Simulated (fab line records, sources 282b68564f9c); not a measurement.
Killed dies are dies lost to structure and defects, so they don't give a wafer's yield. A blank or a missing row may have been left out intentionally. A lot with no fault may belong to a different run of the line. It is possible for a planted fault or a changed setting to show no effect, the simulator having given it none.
fab line records || flow rit-cmos
record: {"lots": 5, "wafers": 23}
route steps=202 shown M1@200
start-h: the number of hours between the record's first day and the start of the first shown wafer of the lot || wait-h: time in hours since the lot's previous step || " repeats the value in the row above || L1.1+2: a single row standing in for several wafers || - value missing, or start not given || * or withheld: withheld || < > ~ a bound
route shown NAME@n: names a module that has steps shown in the file, with the first one's number in the route || usual: mean/standard deviation of fault-free wafers || same: alike in all rows || chamber/n: place in a boat || sites: per-site readings || _std_site: the standard deviation of these || _edge_site: the outer-site mean with the inner-site mean subtracted || radius-mm: how far each site lies from the wafer's centre || mask NAME#n: copy n || behind: tool/chamber where the wafer was last shaped || hold: reason for holding the lot/hours on hold/outcome of the hold || device: transistor that didn't switch, given as n, p or np || end of line: the tests these same wafers got at the end of their route || where a step has no rows: the recipe by itself || killed: not the wafer's yield, but the dies lost to structure and defects at the first sort || map: dies across one wafer; x = killed, . = not, _ = none there
set.NAME: the run value of the setting; set.NAME@STEP: its run value at that earlier step || model.NAME: the simulator's own value behind a step, which no gauge read
one table per step and one row per wafer, for lots whose settings were changed on purpose
== steps ==
step: RIT_M1_ANNEAL_15
recipe: {"temp-c": 450, "time-s": 1800, "ambient": "forming_gas_H2N2"}
{"lot.wafer": "L077.1+2+3+5+6", "tool": "-", "chamber": "-", "start-h": "-", "wait-h": 0.1, "set.time-s": 1659}
{"lot.wafer": "L078.1+2+3+5+6", "tool": "-", "chamber": "-", "start-h": "-", "wait-h": 1.3, "set.time-s": 1881}
{"lot.wafer": "L081.1+2+3+4+5", "tool": "-", "chamber": "-", "start-h": "-", "wait-h": 0.1, "set.time-s": 1800}
{"lot.wafer": "L083.1+3+4", "tool": "furnace-02", "chamber": 0, "start-h": 110.06, "wait-h": 0.1, "set.time-s": 1800}
{"lot.wafer": "L085.1+2+3+4+5", "tool": "-", "chamber": "-", "start-h": "-", "wait-h": 0.1, "set.time-s": 1800}
step: RIT_M1_PROBE_99
usual: {"killed-at-contacts": "0.1/0.35", "killed-at-front-end": "7/3.3", "killed-dies": "8/3.3", "killed-open": "3.4/1.8", "killed-short": "4.1/2.2"}
same: {"gross-dies": 264, "killed_at_M0_to_M3": 0, "killed_at_M4_up": 0, "killed-at-back-side": 0, "killed-at-other": 0}
{"lot.wafer": "L077.1", "tool": "prober-02", "chamber": "-", "start-h": 82.30, "wait-h": 0.1, "set.develop-time-s@GATE_DEVELOP_15": 50, "killed-at-contacts": 0, "killed-at-front-end": 7, "killed-dies": 7, "killed-open": 4, "killed-short": 3, "model.etest.pmos-turned.r-on-ohm-um": 3494, "model.etest.pmos_0p3.r-on-ohm-um": 6263, "model.etest.pmos_0p15.r-on-ohm-um": 2812, "model.etest.nmos_0p3.r-on-ohm-um": 2128, "model.etest.nmos_0p15.r-on-ohm-um": 1118, "model.etest.nmos_0p15.drive-ua-um": 460.2, "model.etest.pmos_0p15.drive-ua-um": 247.5, "model.etest.nmos-turned.drive-ua-um": 329.2}
{"lot.wafer": "L077.2", "tool": "prober-02", "chamber": "-", "start-h": 82.35, "wait-h": 0.1, "set.develop-time-s@GATE_DEVELOP_15": 50, "killed-at-contacts": 1, "killed-at-front-end": 4, "killed-dies": 5, "killed-open": 2, "killed-short": 2, "model.etest.pmos-turned.r-on-ohm-um": 3407, "model.etest.pmos_0p3.r-on-ohm-um": 6308, "model.etest.pmos_0p15.r-on-ohm-um": 2769, "model.etest.nmos_0p3.r-on-ohm-um": 2121, "model.etest.nmos_0p15.r-on-ohm-um": 1126, "model.etest.nmos_0p15.drive-ua-um": 469.9, "model.etest.pmos_0p15.drive-ua-um": 255.1, "model.etest.nmos-turned.drive-ua-um": 340.2}
{"lot.wafer": "L077.3", "tool": "prober-02", "chamber": "-", "start-h": 82.40, "wait-h": 0.2, "set.develop-time-s@GATE_DEVELOP_15": 50, "killed-at-contacts": 0, "killed-at-front-end": 3, "killed-dies": 3, "killed-open": 3, "killed-short": 0, "model.etest.pmos-turned.r-on-ohm-um": 3499, "model.etest.pmos_0p3.r-on-ohm-um": 6368, "model.etest.pmos_0p15.r-on-ohm-um": 2824, "model.etest.nmos_0p3.r-on-ohm-um": 2159, "model.etest.nmos_0p15.r-on-ohm-um": 1149, "model.etest.nmos_0p15.drive-ua-um": 468.3, "model.etest.pmos_0p15.drive-ua-um": 251.3, "model.etest.nmos-turned.drive-ua-um": 328.9}
{"lot.wafer": "L077.5", "tool": "prober-02", "chamber": "-", "start-h": 82.50, "wait-h": 0.2, "set.develop-time-s@GATE_DEVELOP_15": 50, "killed-at-contacts": 0, "killed-at-front-end": 4, "killed-dies": 4, "killed-open": 2, "killed-short": 2, "model.etest.pmos-turned.r-on-ohm-um": 3480, "model.etest.pmos_0p3.r-on-ohm-um": 6340, "model.etest.pmos_0p15.r-on-ohm-um": 2808, "model.etest.nmos_0p3.r-on-ohm-um": 2141, "model.etest.nmos_0p15.r-on-ohm-um": 1136, "model.etest.nmos_0p15.drive-ua-um": 468.3, "model.etest.pmos_0p15.drive-ua-um": 249.9, "model.etest.nmos-turned.drive-ua-um": 327.6}
{"lot.wafer": "L077.6", "tool": "prober-02", "chamber": "-", "start-h": 82.55, "wait-h": 0.2, "set.develop-time-s@GATE_DEVELOP_15": 50, "killed-at-contacts": 0, "killed-at-front-end": 8, "killed-dies": 8, "killed-open": 3, "killed-short": 5, "model.etest.pmos-turned.r-on-ohm-um": 3436, "model.etest.pmos_0p3.r-on-ohm-um": 6284, "model.etest.pmos_0p15.r-on-ohm-um": 2788, "model.etest.nmos_0p3.r-on-ohm-um": 2157, "model.etest.nmos_0p15.r-on-ohm-um": 1131, "model.etest.nmos_0p15.drive-ua-um": 470.1, "model.etest.pmos_0p15.drive-ua-um": 250.6, "model.etest.nmos-turned.drive-ua-um": 333}
{"lot.wafer": "L078.1", "tool": "prober-02", "chamber": "-", "start-h": 86.83, "wait-h": 0.1, "set.develop-time-s@GATE_DEVELOP_15": 56.22, "killed-at-contacts": 0, "killed-at-front-end": 60, "killed-dies": 60, "killed-open": 3, "killed-short": 7, "model.etest.pmos-turned.r-on-ohm-um": 2960, "model.etest.pmos_0p3.r-on-ohm-um": 5837, "model.etest.pmos_0p15.r-on-ohm-um": 2278, "model.etest.nmos_0p3.r-on-ohm-um": 2052, "model.etest.nmos_0p15.r-on-ohm-um": 1016, "model.etest.nmos_0p15.drive-ua-um": 563.8, "model.etest.pmos_0p15.drive-ua-um": 321.8, "model.etest.nmos-turned.drive-ua-um": 346.4}
{"lot.wafer": "L078.2", "tool": "prober-02", "chamber": "-", "start-h": 86.88, "wait-h": 0.1, "set.develop-time-s@GATE_DEVELOP_15": 50, "killed-at-contacts": 0, "killed-at-front-end": 5, "killed-dies": 5, "killed-open": 2, "killed-short": 3, "model.etest.pmos-turned.r-on-ohm-um": 3473, "model.etest.pmos_0p3.r-on-ohm-um": 6252, "model.etest.pmos_0p15.r-on-ohm-um": 2754, "model.etest.nmos_0p3.r-on-ohm-um": 2170, "model.etest.nmos_0p15.r-on-ohm-um": 1159, "model.etest.nmos_0p15.drive-ua-um": 468.2, "model.etest.pmos_0p15.drive-ua-um": 255.7, "model.etest.nmos-turned.drive-ua-um": 302.6}
{"lot.wafer": "L078.3", "tool": "prober-02", "chamber": "-", "start-h": 86.93, "wait-h": 0.2, "set.develop-time-s@GATE_DEVELOP_15": 56.22, "killed-at-contacts": 0, "killed-at-front-end": 31, "killed-dies": 31, "killed-open": 4, "killed-short": 3, "model.etest.pmos-turned.r-on-ohm-um": 3021, "model.etest.pmos_0p3.r-on-ohm-um": 5906, "model.etest.pmos_0p15.r-on-ohm-um": 2370, "model.etest.nmos_0p3.r-on-ohm-um": 2084, "model.etest.nmos_0p15.r-on-ohm-um": 1064, "model.etest.nmos_0p15.drive-ua-um": 547.6, "model.etest.pmos_0p15.drive-ua-um": 311.4, "model.etest.nmos-turned.drive-ua-um": 345.2}
{"lot.wafer": "L078.5", "tool": "prober-02", "chamber": "-", "start-h": 87.03, "wait-h": 0.2, "set.develop-time-s@GATE_DEVELOP_15": 50, "killed-at-contacts": 0, "killed-at-front-end": 13, "killed-dies": 13, "killed-open": 6, "killed-short": 7, "model.etest.pmos-turned.r-on-ohm-um": 3370, "model.etest.pmos_0p3.r-on-ohm-um": 6296, "model.etest.pmos_0p15.r-on-ohm-um": 2706, "model.etest.nmos_0p3.r-on-ohm-um": 2168, "model.etest.nmos_0p15.r-on-ohm-um": 1160, "model.etest.nmos_0p15.drive-ua-um": 476.5, "model.etest.pmos_0p15.drive-ua-um": 262.8, "model.etest.nmos-turned.drive-ua-um": 317.8}
{"lot.wafer": "L078.6", "tool": "prober-02", "chamber": "-", "start-h": 87.08, "wait-h": 0.2, "set.develop-time-s@GATE_DEVELOP_15": 56.22, "killed-at-contacts": 0, "killed-at-front-end": 31, "killed-dies": 31, "killed-open": 3, "killed-short": 4, "model.etest.pmos-turned.r-on-ohm-um": 2942, "model.etest.pmos_0p3.r-on-ohm-um": 5802, "model.etest.pmos_0p15.r-on-ohm-um": 2283, "model.etest.nmos_0p3.r-on-ohm-um": 2051, "model.etest.nmos_0p15.r-on-ohm-um": 1024, "model.etest.nmos_0p15.drive-ua-um": 552.5, "model.etest.pmos_0p15.drive-ua-um": 320.1, "model.etest.nmos-turned.drive-ua-um": 348.5}
{"lot.wafer": "L081.1", "tool": "prober-02", "chamber": "-", "start-h": 99.10, "wait-h": 0.1, "set.develop-time-s@GATE_DEVELOP_15": 50, "killed-at-contacts": 0, "killed-at-front-end": 10, "killed-dies": 10, "killed-open": 5, "killed-short": 5, "model.etest.pmos-turned.r-on-ohm-um": 3378, "model.etest.pmos_0p3.r-on-ohm-um": 6244, "model.etest.pmos_0p15.r-on-ohm-um": 2721, "model.etest.nmos_0p3.r-on-ohm-um": 2111, "model.etest.nmos_0p15.r-on-ohm-um": 1093, "model.etest.nmos_0p15.drive-ua-um": 475.8, "model.etest.pmos_0p15.drive-ua-um": 257.9, "model.etest.nmos-turned.drive-ua-um": 339.1}
{"lot.wafer": "L081.2", "tool": "prober-02", "chamber": "-", "start-h": 99.15, "wait-h": 0.1, "set.develop-time-s@GATE_DEVELOP_15": 53.72, "killed-at-contacts": 0, "killed-at-front-end": 6, "killed-dies": 6, "killed-open": 4, "killed-short": 2, "model.etest.pmos-turned.r-on-ohm-um": 3043, "model.etest.pmos_0p3.r-on-ohm-um": 5896, "model.etest.pmos_0p15.r-on-ohm-um": 2423, "model.etest.nmos_0p3.r-on-ohm-um": 2032, "model.etest.nmos_0p15.r-on-ohm-um": 1027, "model.etest.nmos_0p15.drive-ua-um": 522.9, "model.etest.pmos_0p15.drive-ua-um": 298.3, "model.etest.nmos-turned.drive-ua-um": 362.6}
{"lot.wafer": "L081.3", "tool": "prober-02", "chamber": "-", "start-h": 99.20, "wait-h": 0.2, "set.develop-time-s@GATE_DEVELOP_15": 53.72, "killed-at-contacts": 0, "killed-at-front-end": 13, "killed-dies": 13, "killed-open": 3, "killed-short": 10, "model.etest.pmos-turned.r-on-ohm-um": 2982, "model.etest.pmos_0p3.r-on-ohm-um": 5831, "model.etest.pmos_0p15.r-on-ohm-um": 2369, "model.etest.nmos_0p3.r-on-ohm-um": 2038, "model.etest.nmos_0p15.r-on-ohm-um": 1025, "model.etest.nmos_0p15.drive-ua-um": 538.6, "model.etest.pmos_0p15.drive-ua-um": 307.3, "model.etest.nmos-turned.drive-ua-um": 370.1}
{"lot.wafer": "L081.4", "tool": "prober-02", "chamber": "-", "start-h": 99.25, "wait-h": 0.2, "set.develop-time-s@GATE_DEVELOP_15": 53.72, "killed-at-contacts": 0, "killed-at-front-end": 6, "killed-dies": 6, "killed-open": 3, "killed-short": 3, "model.etest.pmos-turned.r-on-ohm-um": 3223, "model.etest.pmos_0p3.r-on-ohm-um": 5981, "model.etest.pmos_0p15.r-on-ohm-um": 2548, "model.etest.nmos_0p3.r-on-ohm-um": 2047, "model.etest.nmos_0p15.r-on-ohm-um": 1046, "model.etest.nmos_0p15.drive-ua-um": 523, "model.etest.pmos_0p15.drive-ua-um": 284.2, "model.etest.nmos-turned.drive-ua-um": 352.4}
{"lot.wafer": "L081.5", "tool": "prober-02", "chamber": "-", "start-h": 99.30, "wait-h": 0.2, "set.develop-time-s@GATE_DEVELOP_15": 50, "killed-at-contacts": 0, "killed-at-front-end": 11, "killed-dies": 11, "killed-open": 6, "killed-short": 5, "model.etest.pmos-turned.r-on-ohm-um": 3374, "model.etest.pmos_0p3.r-on-ohm-um": 6321, "model.etest.pmos_0p15.r-on-ohm-um": 2716, "model.etest.nmos_0p3.r-on-ohm-um": 2138, "model.etest.nmos_0p15.r-on-ohm-um": 1109, "model.etest.nmos_0p15.drive-ua-um": 475.6, "model.etest.pmos_0p15.drive-ua-um": 258.6, "model.etest.nmos-turned.drive-ua-um": 333.8}
{"lot.wafer": "L083.1", "tool": "prober-02", "chamber": "-", "start-h": 111.68, "wait-h": 0.1, "set.develop-time-s@GATE_DEVELOP_15": 50, "killed-at-contacts": 0, "killed-at-front-end": 9, "killed-dies": 9, "killed-open": 2, "killed-short": 6, "model.etest.pmos-turned.r-on-ohm-um": 3507, "model.etest.pmos_0p3.r-on-ohm-um": 6364, "model.etest.pmos_0p15.r-on-ohm-um": 2790, "model.etest.nmos_0p3.r-on-ohm-um": 2166, "model.etest.nmos_0p15.r-on-ohm-um": 1145, "model.etest.nmos_0p15.drive-ua-um": 471.7, "model.etest.pmos_0p15.drive-ua-um": 254.7, "model.etest.nmos-turned.drive-ua-um": 319.3}
{"lot.wafer": "L083.3", "tool": "prober-02", "chamber": "-", "start-h": 111.78, "wait-h": 0.2, "set.develop-time-s@GATE_DEVELOP_15": 50, "killed-at-contacts": 1, "killed-at-front-end": 8, "killed-dies": 9, "killed-open": 5, "killed-short": 4, "model.etest.pmos-turned.r-on-ohm-um": 3350, "model.etest.pmos_0p3.r-on-ohm-um": 6181, "model.etest.pmos_0p15.r-on-ohm-um": 2685, "model.etest.nmos_0p3.r-on-ohm-um": 2110, "model.etest.nmos_0p15.r-on-ohm-um": 1060, "model.etest.nmos_0p15.drive-ua-um": 483.5, "model.etest.pmos_0p15.drive-ua-um": 263.1, "model.etest.nmos-turned.drive-ua-um": 329}
{"lot.wafer": "L083.4", "tool": "prober-02", "chamber": "-", "start-h": 111.83, "wait-h": 0.2, "set.develop-time-s@GATE_DEVELOP_15": 50, "killed-at-contacts": 0, "killed-at-front-end": 5, "killed-dies": 5, "killed-open": 1, "killed-short": 4, "model.etest.pmos-turned.r-on-ohm-um": 3536, "model.etest.pmos_0p3.r-on-ohm-um": 6323, "model.etest.pmos_0p15.r-on-ohm-um": 2842, "model.etest.nmos_0p3.r-on-ohm-um": 2156, "model.etest.nmos_0p15.r-on-ohm-um": 1151, "model.etest.nmos_0p15.drive-ua-um": 473, "model.etest.pmos_0p15.drive-ua-um": 252.8, "model.etest.nmos-turned.drive-ua-um": 320.7}
{"lot.wafer": "L085.1", "tool": "prober-02", "chamber": "-", "start-h": 118.42, "wait-h": 0.1, "set.develop-time-s@GATE_DEVELOP_15": 55.99, "killed-at-contacts": 0, "killed-at-front-end": 17, "killed-dies": 17, "killed-open": 5, "killed-short": 4, "model.etest.pmos-turned.r-on-ohm-um": 3048, "model.etest.pmos_0p3.r-on-ohm-um": 5817, "model.etest.pmos_0p15.r-on-ohm-um": 2375, "model.etest.nmos_0p3.r-on-ohm-um": 1960, "model.etest.nmos_0p15.r-on-ohm-um": 949.9, "model.etest.nmos_0p15.drive-ua-um": 572.2, "model.etest.pmos_0p15.drive-ua-um": 302.2, "model.etest.nmos-turned.drive-ua-um": 383.9}
{"lot.wafer": "L085.2", "tool": "prober-02", "chamber": "-", "start-h": 118.47, "wait-h": 0.1, "set.develop-time-s@GATE_DEVELOP_15": 55.99, "killed-at-contacts": 0, "killed-at-front-end": 10, "killed-dies": 10, "killed-open": 2, "killed-short": 3, "model.etest.pmos-turned.r-on-ohm-um": 3012, "model.etest.pmos_0p3.r-on-ohm-um": 5773, "model.etest.pmos_0p15.r-on-ohm-um": 2336, "model.etest.nmos_0p3.r-on-ohm-um": 2005, "model.etest.nmos_0p15.r-on-ohm-um": 999.4, "model.etest.nmos_0p15.drive-ua-um": 573.2, "model.etest.pmos_0p15.drive-ua-um": 318.1, "model.etest.nmos-turned.drive-ua-um": 382.6}
{"lot.wafer": "L085.3", "tool": "prober-02", "chamber": "-", "start-h": 118.52, "wait-h": 0.2, "set.develop-time-s@GATE_DEVELOP_15": 55.99, "killed-at-contacts": 0, "killed-at-front-end": 13, "killed-dies": 13, "killed-open": 3, "killed-short": 3, "model.etest.pmos-turned.r-on-ohm-um": 2893, "model.etest.pmos_0p3.r-on-ohm-um": 5659, "model.etest.pmos_0p15.r-on-ohm-um": 2291, "model.etest.nmos_0p3.r-on-ohm-um": 1972, "model.etest.nmos_0p15.r-on-ohm-um": 981, "model.etest.nmos_0p15.drive-ua-um": 573.6, "model.etest.pmos_0p15.drive-ua-um": 321, "model.etest.nmos-turned.drive-ua-um": 385.7}
{"lot.wafer": "L085.4", "tool": "prober-02", "chamber": "-", "start-h": 118.57, "wait-h": 0.2, "set.develop-time-s@GATE_DEVELOP_15": 50, "killed-at-contacts": 0, "killed-at-front-end": 10, "killed-dies": 10, "killed-open": 2, "killed-short": 8, "model.etest.pmos-turned.r-on-ohm-um": 3502, "model.etest.pmos_0p3.r-on-ohm-um": 6317, "model.etest.pmos_0p15.r-on-ohm-um": 2848, "model.etest.nmos_0p3.r-on-ohm-um": 2139, "model.etest.nmos_0p15.r-on-ohm-um": 1118, "model.etest.nmos_0p15.drive-ua-um": 473.1, "model.etest.pmos_0p15.drive-ua-um": 249.4, "model.etest.nmos-turned.drive-ua-um": 339.6}
{"lot.wafer": "L085.5", "tool": "prober-02", "chamber": "-", "start-h": 118.62, "wait-h": 0.2, "set.develop-time-s@GATE_DEVELOP_15": 50, "killed-at-contacts": 0, "killed-at-front-end": 13, "killed-dies": 13, "killed-open": 5, "killed-short": 8, "model.etest.pmos-turned.r-on-ohm-um": 3538, "model.etest.pmos_0p3.r-on-ohm-um": 6347, "model.etest.pmos_0p15.r-on-ohm-um": 2890, "model.etest.nmos_0p3.r-on-ohm-um": 2140, "model.etest.nmos_0p15.r-on-ohm-um": 1102, "model.etest.nmos_0p15.drive-ua-um": 465.7, "model.etest.pmos_0p15.drive-ua-um": 244.7, "model.etest.nmos-turned.drive-ua-um": 337}
killed by level:class
L077.1 REOX:geometric-particle:open=2 REOX:geometric-particle:short=2 FOX1:geometric-particle:open=1 FOX2:geometric-particle:open=1 GATE:geometric-particle:short=1
L077.2 GATE:geometric-particle:open=1 REOX:geometric-particle:open=1 SPACER:geometric-particle:short=1 CONTACT:geometric-particle:short=1 NLDD:coat-microbubble-printed=1
L077.3 REOX:geometric-particle:open=3
L077.5 REOX:geometric-particle:open=2 FOX2:geometric-particle:short=1 REOX:geometric-particle:short=1
L077.6 REOX:geometric-particle:short=4 REOX:geometric-particle:open=2 GATE:geometric-particle:open=1 GATE:geometric-particle:short=1
L078.1 GATE:area-develop=50 SPACER:geometric-particle:short=4 GATE:geometric-particle:short=2 SPACER:geometric-particle:open=2 FOX1:geometric-particle:short=1 SILICIDE:geometric-particle:open=1
L078.2 GATE:geometric-particle:short=2 ACTIVE:geometric-particle:short=1 GATE:geometric-particle:open=1 SPACER:geometric-particle:open=1
L078.3 GATE:area-develop=24 GATE:geometric-particle:short=2 SPACER:geometric-particle:open=2 FOX1:geometric-particle:open=1 REOX:geometric-particle:open=1 SPACER:geometric-particle:short=1
L078.5 GATE:geometric-particle:open=4 FOX1:geometric-particle:short=3 GATE:geometric-particle:short=3 FOX1:geometric-particle:open=2 SPACER:geometric-particle:short=1
L078.6 GATE:area-develop=24 GATE:geometric-particle:short=2 FOX1:geometric-particle:open=1 FOX1:geometric-particle:short=1 GATE:geometric-particle:open=1 SPACER:geometric-particle:short=1 SPACER:geometric-particle:open=1
L081.1 GATE:geometric-particle:short=3 FOX1:geometric-particle:open=2 REOX:geometric-particle:open=2 SPACER:geometric-particle:short=1 SILICIDE:geometric-particle:open=1 SILICIDE:geometric-particle:short=1
L081.2 FOX1:geometric-particle:short=1 GATE:geometric-particle:open=1 GATE:geometric-particle:short=1 REOX:geometric-particle:open=1 SPACER:geometric-particle:open=1 SILICIDE:geometric-particle:open=1
L081.3 GATE:geometric-particle:short=8 GATE:geometric-particle:open=2 SPACER:geometric-particle:open=1 SPACER:geometric-particle:short=1 SILICIDE:geometric-particle:short=1
L081.4 GATE:geometric-particle:open=2 FOX1:geometric-particle:short=1 FOX2:geometric-particle:short=1 FOX2:geometric-particle:open=1 GATE:geometric-particle:short=1
L081.5 GATE:geometric-particle:short=4 GATE:geometric-particle:open=4 FOX1:geometric-particle:open=1 SPACER:geometric-particle:open=1 SPACER:geometric-particle:short=1
L083.1 GATE:geometric-particle:short=2 SPACER:geometric-particle:short=2 SPACER:geometric-particle:open=2 FOX1:geometric-particle:short=1 SILICIDE:geometric-particle:short=1 PWELL:coat-microbubble-printed=1
L083.3 FOX1:geometric-particle:open=2 SILICIDE:geometric-particle:open=2 FOX1:geometric-particle:short=1 FOX2:geometric-particle:short=1 GATE:geometric-particle:open=1 GATE:geometric-particle:short=1 CONTACT:geometric-particle:short=1
L083.4 REOX:geometric-particle:short=2 FOX1:geometric-particle:short=1 GATE:geometric-particle:short=1 SPACER:geometric-particle:open=1
L085.1 GATE:area-develop=8 REOX:geometric-particle:short=2 REOX:geometric-particle:open=2 FOX2:geometric-particle:open=1 SPACER:geometric-particle:open=1 SPACER:geometric-particle:short=1 SILICIDE:geometric-particle:short=1 SILICIDE:geometric-particle:open=1
L085.2 GATE:area-develop=5 SPACER:geometric-particle:short=2 FOX1:geometric-particle:short=1 FOX2:geometric-particle:open=1 GATE:geometric-particle:open=1
L085.3 GATE:area-develop=7 GATE:geometric-particle:short=3 GATE:geometric-particle:open=2 REOX:geometric-particle:open=1
L085.4 GATE:geometric-particle:short=4 FOX1:geometric-particle:short=2 FOX1:geometric-particle:open=2 SPACER:geometric-particle:short=1 SILICIDE:geometric-particle:short=1
L085.5 GATE:geometric-particle:short=3 GATE:geometric-particle:open=2 REOX:geometric-particle:short=2 SPACER:geometric-particle:short=2 FOX1:geometric-particle:short=1 FOX2:geometric-particle:open=1 REOX:geometric-particle:open=1 SPACER:geometric-particle:open=1
== key ==
split: {"step": "RIT_M1_ANNEAL_15", "setting": "time-s", "stated": 1800, "by": "lot"}
response none clear
split outside-this-file step=RIT_GATE_DEVELOP_15 setting=develop-time-s
split outside-this-file: this setting was split too, and the file shows its column; the key of that split is in another file
